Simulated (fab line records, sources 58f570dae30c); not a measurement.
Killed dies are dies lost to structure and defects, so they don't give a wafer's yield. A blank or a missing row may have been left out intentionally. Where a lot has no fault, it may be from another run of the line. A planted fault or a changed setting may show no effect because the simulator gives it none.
The same fault as seen by 2 desks	flow berkeleyCmos170	each desk has only its own numbers; what lay behind them comes last

== METROLOGY DESK ==
What the gauges read for every lot (on any tool): the sampled wafers with a number, averaged. Any lot whose mean is over 4 standard deviations away from the usual mean is out of limits and marked OUT; that distance is given in the brackets.
Columns: A = PLDD_TW at UCB170_PLDD_TW_MEAS_11, usual 1016; B = NLDD_OVL at UCB170_NLDD_OVL_MEAS_07, usual 4 nm; C = NSD_OVL at UCB170_NSD_OVL_MEAS_07, usual -1 nm; D = NSD_TW at UCB170_NSD_TW_MEAS_10, usual 4187
lot	first seen here	A	B	C	D
L618	day 7 15:37	1013	8	-1	4221
L622	day 8 03:43	1013	2	3	4205
L621	day 8 04:27	1002	6	2	4162
L619	day 8 04:28	1022	-2	-2	4158
L624	day 8 21:17	1022	2	-7	4216
L623	day 8 21:34	1017	1	-5	4171
L626	day 9 03:33	1009	258 (+34) OUT	-5	4175
L625	day 9 03:50	1020	3	-3	4164
L627	day 9 13:55	1012	15	5	4178
L630	day 10 00:24	1022	264 (+35) OUT	5	4194
L628	day 10 00:33	1009	272 (+36) OUT	3	4228
L629	day 10 00:49	1014	261 (+34) OUT	-3	4173
L631	day 10 13:48	1012	13	-6	4186
L634	day 11 01:23	1022	15	-3	4152
L638	day 11 18:37	1013	8	1	4194
L640	day 11 22:11	1014	-4	2	4226
This desk's result: L626, L628, L629, L630 out of limits, first on L626 (NLDD_OVL at UCB170_NLDD_OVL_MEAS_07), day 9 05:48. L618, L622, L621, L619, L624, L623, L625, L627, L631, L634, L638, L640 stayed within limits.

== DESK OF THE TOOL OWNER: krfScanner-02 ==
The tool's own readings at UCB170_NLDD_EXPOSE_03 (exposes mask NSELECT, target cd 1200 nm): means of the sampled wafers that have a number, for each lot that ran on this tool. Any lot whose mean is over 4 standard deviations away from the usual mean is out of limits and marked OUT; that distance is given in the brackets.
Columns: A = exposureDoseMJCm2 at UCB170_NLDD_EXPOSE_03, usual 30.00; B = reticleTempC at UCB170_NLDD_EXPOSE_03, usual 23.00 C
lot	first seen here	A	B
L618	day 7 16:35	29.98	22.94
L622	day 8 04:32	29.96	23.03
L624	day 8 23:44	30.02	23.17
L623	day 8 23:50	30.00	23.09
L626	day 9 04:55	30.00	23.05
L630	day 10 01:20	30.00	23.08
L628	day 10 01:32	30.00	22.89
L629	day 10 01:39	29.98	23.00
This desk's verdict: no lot among the 8 shows anything out of limits.

== ALL TOGETHER ==
On L626, L628, L629, L630, the metrology desk was in a position to raise an alarm at day 9 05:48.
The desk of the tool owner found nothing out of limits.
The tool owner's desk has L626, L628, L629, L630 on record, within its limits.
Every lot named ran UCB170_NLDD_EXPOSE_03 on krfScanner-02.

== WHAT THE SIMULATOR PUT IN ==
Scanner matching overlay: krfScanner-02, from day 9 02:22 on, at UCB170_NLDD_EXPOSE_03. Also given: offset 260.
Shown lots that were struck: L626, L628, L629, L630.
Per desk, hours elapsed from the start of the fault to the first reading out of limits: for the metrology desk, 3.
